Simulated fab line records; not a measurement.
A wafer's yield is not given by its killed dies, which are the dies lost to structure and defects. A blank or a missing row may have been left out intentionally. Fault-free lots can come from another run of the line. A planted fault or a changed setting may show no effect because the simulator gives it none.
One fault through the eyes of 2 desks / flow rit_cmos / every desk sees just its own numbers, and what lay behind them comes last

== FROM THE METROLOGY DESK ==
Means of the sampled wafers that have a number, per lot and without regard to the tool the lot ran on: this is what the gauges read. The brackets show how far a lot's mean lies from the usual mean; more than 4 standard deviations puts the lot out of limits, marked OUT.
Columns: A = PRETRO_OVL at RIT_PRETRO_OVL_MEAS_06, usual 0.3 nm; B = PRETRO_TW at RIT_PRETRO_TW_MEAS_10, usual 476.7; C = FIELD_OXIDE_LEFT_2_THK at RIT_FOX2_THK_MEAS_91, usual 257 nm
lot=L898; first seen here=day 3 14:44; A=-0.1; B=480.8; C=255
lot=L900; first seen here=day 4 00:55; A=-0.6; B=476.2; C=267
lot=L904; first seen here=day 4 21:18; A=2.2; B=478.2; C=258
lot=L905; first seen here=day 5 00:58; A=1.8; B=479.6; C=251
lot=L907; first seen here=day 5 11:42; A=0.3; B=476.3; C=255
lot=L911; first seen here=day 6 07:38; A=-1.0; B=474.0; C=267
This desk's verdict: no lot among the 6 shows anything out of limits.

== FOR THE TOOL OWNER'S DESK: wet_bench-03 ==
The tool's own readings at RIT_GATE_CLEAN_04 (cleans in dHF, time 60 s): means of the sampled wafers that have a number, for each lot that ran on this tool. The brackets show how far a lot's mean lies from the usual mean; more than 4 standard deviations puts the lot out of limits, marked OUT.
Columns: A = run_length_s at RIT_GATE_CLEAN_04, usual 86.9 s
lot=L898; first seen here=day 3 15:49; A=87.1
lot=L904; first seen here=day 4 22:28; A=143.8 (+20) OUT
lot=L905; first seen here=day 5 02:11; A=144.5 (+21) OUT
This desk finds L904, L905 out of limits, L904 being first, at day 4 22:28 (run_length_s at RIT_GATE_CLEAN_04). In limits: L898.

== ALL TOGETHER ==
The tool owner's desk could have raised an alarm at day 4 22:28, on L904, L905.
From the metrology desk's view, nothing was out of limits.
The metrology desk holds a record of L904, L905, inside its limits.
The lots listed all ran RIT_GATE_CLEAN_04 on wet_bench-03.

== WHAT THE SIMULATOR PUT IN ==
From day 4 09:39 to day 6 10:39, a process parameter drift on wet_bench-03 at RIT_GATE_CLEAN_04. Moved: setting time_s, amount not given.
Lots struck among those shown: L904, L905.
Time in hours from fault onset to the first out-of-limits reading at each desk: the tool owner's desk, 13.
